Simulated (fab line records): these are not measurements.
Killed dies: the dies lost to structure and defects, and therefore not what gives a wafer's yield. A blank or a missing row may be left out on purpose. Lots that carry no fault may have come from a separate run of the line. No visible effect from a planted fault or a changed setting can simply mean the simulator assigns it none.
Matching of chambers | flow berkeleyCmos170 | UCB170_V1_CMP_02 on cmp-02: 4 sister chambers
The step polishes SiO2. 4 wafers are shown with their chamber, then 8 later ones without.

== WAFERS PAIRED WITH THEIR CHAMBERS ==
wafer  | chamber | motorCurrentA (A)
L701.5 | 0       | 14.1
L713.1 | 2       | 15.5
L713.6 | 3       | 17.5
L712.1 | 1       | 14.0

== WAFERS WITHOUT THEIR CHAMBER ==
wafer  | motorCurrentA (A)
L712.3 | 15.7
L712.4 | 15.0
L714.1 | 16.4
L714.5 | 15.3
L714.6 | 17.7
L716.2 | 13.8
L716.4 | 17.0
L716.6 | 14.8

== THE CHAMBER EACH PASSED THROUGH ==
wafer  | from the rows above          | in truth
L712.3 | 2                            | 2
L712.4 | can't be placed: 2 or 0 or 1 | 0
L714.1 | can't be placed: 2 or 3      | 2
L714.5 | 2                            | 2
L714.6 | 3                            | 3
L716.2 | can't be placed: 1 or 0      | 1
L716.4 | 3                            | 3
L716.6 | can't be placed: 2 or 0 or 1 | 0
Correctly placed: 4 of 8. Cannot be placed on the basis of these rows: 4; the candidates contain the true chamber in 4. Number placed wrongly: 0.
How it was worked out, from the rows above alone: a wafer's distance from a chamber is the root of the sum, over the readings, of the square of ((its reading less the chamber's mean) divided by the reading's scatter). If the next closest chamber is less than 2 further off than the closest, the wafer can't be placed; otherwise it belongs to the closest. For every chamber, the mean is computed from those of its wafers that are shown. The scatter: with one shown wafer a chamber, the root of the mean of the squares of how far each hidden wafer lies from its nearest shown one.
